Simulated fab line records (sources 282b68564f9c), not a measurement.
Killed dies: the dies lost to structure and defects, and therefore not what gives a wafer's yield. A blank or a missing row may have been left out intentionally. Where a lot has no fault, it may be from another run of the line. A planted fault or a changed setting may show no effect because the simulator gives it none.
Struck lot and sound lot, side by side | flow rit cmos | 17 out of 202 route steps
Sound: the wafers L687.4, L687.5, L687.6. Wafers L686.1, L686.4, L686.6 were the ones struck. The cause comes at the end.
For every step that has rows: the tool of each side, followed by ch and its chambers, followed by its first start. Under that, the readings that differ: sound wafers | struck wafers | difference of the means | sigmas: that difference in standard deviations of wafers without a fault.
alike: readings with means less than 2 such deviations apart, plus words and numbers identical on both sides. not compared: withheld readings, readings lacking a value on some wafer, bounds such as >300 that could conceal the same value, and numbers that have no deviation in the record and whose values overlap.
Wherever a step has rows on one side only, a row that says differs or no value, or a row with sigmas, the two part there. When numbers do not overlap yet have no deviation, they are printed without sigmas and do not part them. Lack of a reading on every wafer of one side parts them only where that side has two or more wafers.

first, 1 step without rows for these wafers: RIT_PSD_IMPLANT_08.
RIT_PSD_STRIP_09: strips in O2, time 180 s.
  sound on plasma asher-01 ch 0,1, day 6 00:15; struck on plasma asher-01 ch 0,1, day 5 22:29
  alike: drypump motor current A
  not compared: rf hours counter h
RIT_PSD_TW_MEAS_10:
  sound: film metro-02 at day 6 00:23; struck: film metro-03 at day 5 22:40
  alike: PSD_TW
then, 3 steps without rows for these wafers: RIT_SDANNEAL_CLEAN_00 (cleans in SC1, time 600 s); RIT_SDANNEAL_CLEAN_01 (cleans in dHF, time 30 s); RIT_SDANNEAL_CLEAN_02 (cleans in SC2, time 600 s).
RIT_SDANNEAL_RTA_03: time 5 s.
  sound on rtp anneal-02 ch 0, day 6 00:49; struck on rtp anneal-01 ch 0, day 5 23:06
  alike: ramp down c per s, ramp up c per s, wafer_temp_C_max
RIT_SDANNEAL_RS_MEAS_04: measurement is done with a four-point probe.
  sound: film metro-03 at day 6 00:55; struck: film metro-03 at day 5 23:10
  alike: PSD_RS
RIT_SDANNEAL_RS_MEAS_05: measurement is done with a four-point probe.
  sound: film metro-03 at day 6 01:02; struck: film metro-03 at day 5 23:17
  alike: NSD_RS
RIT_SDANNEAL_RS_MEAS_06: measurement is done with a four-point probe.
  sound: film metro-03 at day 6 01:09; struck: film metro-03 at day 5 23:24
  alike: PLDD_RS
RIT_SDANNEAL_RS_MEAS_07: measurement is done with a four-point probe.
  sound: film metro-03 at day 6 01:16; struck: film metro-03 at day 5 23:31
  alike: NLDD_RS
then, 1 step without rows for these wafers: RIT_SILICIDE_WET_ETCH_00 (etches SiO2 in BOE, target depth 14 nm, time 15 s).
RIT_SILICIDE_SPUTTER_01: material Ti, target thk 30 nm, time 240 s.
  sound: pvd sputter-03 at day 6 01:20; struck: pvd sputter-01 at day 5 23:40
  reading                                     | sound             | struck           | difference | sigmas
  model.Ti_of_SILICIDE_SPUTTER_01.thk nm (nm) | 29.24 29.28 29.53 | 23.6 23.25 23.69 | -5.8       |
  alike: throttle valve pct
RIT_SILICIDE_RS_MEAS_02: measurement is done with a four-point probe.
  sound: film metro-04 at day 6 01:33; struck: film metro-01 at day 5 23:49
  reading                 | sound          | struck         | difference | sigmas
  SILICIDE_TI_RS (ohm/sq) | 49.5 49.5 48.9 | 65.0 66.0 64.6 | +15.9      | +23
RIT_SILICIDE_THK_MEAS_03: measures by xrf.
  sound: film metro-04 at day 6 01:38; struck: film metro-01 at day 5 23:56
  reading              | sound          | struck         | difference | sigmas
  SILICIDE_TI_THK (nm) | 29.1 29.2 29.5 | 23.2 22.8 23.2 | -6.2       | -16
RIT_SILICIDE_RTA_04: time 10 s, ramp up 5 s, ramp down 5 s.
  sound on rtp anneal-01 ch 0, day 6 01:43; struck on rtp anneal-02 ch 0, day 5 23:59
  alike: wafer_temp_C_max
RIT_M1_PROBE_99:
  sound: prober-01 at day 6 08:33; struck: prober-02 at day 6 06:31
  reading                              | sound             | struck            | difference | sigmas
  model.etest.npoly line.line ohm um   | 170.8 165.2 171.2 | 187.3 189.3 192.1 | +20.5      |
  model.etest.ppoly line.line ohm um   | 161.6 157.8 163.3 | 179.8 180.2 185.2 | +20.8      |
  model.etest.contact nplus.end ohm um | 41.22 42.21 42.17 | 34.9 36 35.46     | -6.4       |
  model.etest.contact pplus.end ohm um | 43.59 44.51 44.06 | 39.67 37.47 38.84 | -5.39      |
  model.etest.ppoly line.width nm (nm) | 102.7 105.3 102.5 | 109.8 110.4 107.6 | +5.8       |
  model.etest.npoly line.width nm (nm) | 102.2 104.6 101.9 | 109.2 110.4 107.2 | +6.0       |
  model.etest.npoly line.rs ohm sq     | 17.35 17.35 17.15 | 20.66 20.86 20.45 | +3.37      |
  model.etest.ppoly line.rs ohm sq     | 16.86 16.59 16.7  | 19.7 19.91 19.8   | +3.1       |
  alike: killed at front end, killed dies, killed open, killed short

## WHERE THEY PART
Last at RIT_SILICIDE_THK_MEAS_03 as far as this record goes, first at RIT_SILICIDE_RS_MEAS_02. Later steps at which nothing parts them and some readings are alike: RIT_SILICIDE_RTA_04, RIT_M1_PROBE_99.

WHY: what the simulator had put in
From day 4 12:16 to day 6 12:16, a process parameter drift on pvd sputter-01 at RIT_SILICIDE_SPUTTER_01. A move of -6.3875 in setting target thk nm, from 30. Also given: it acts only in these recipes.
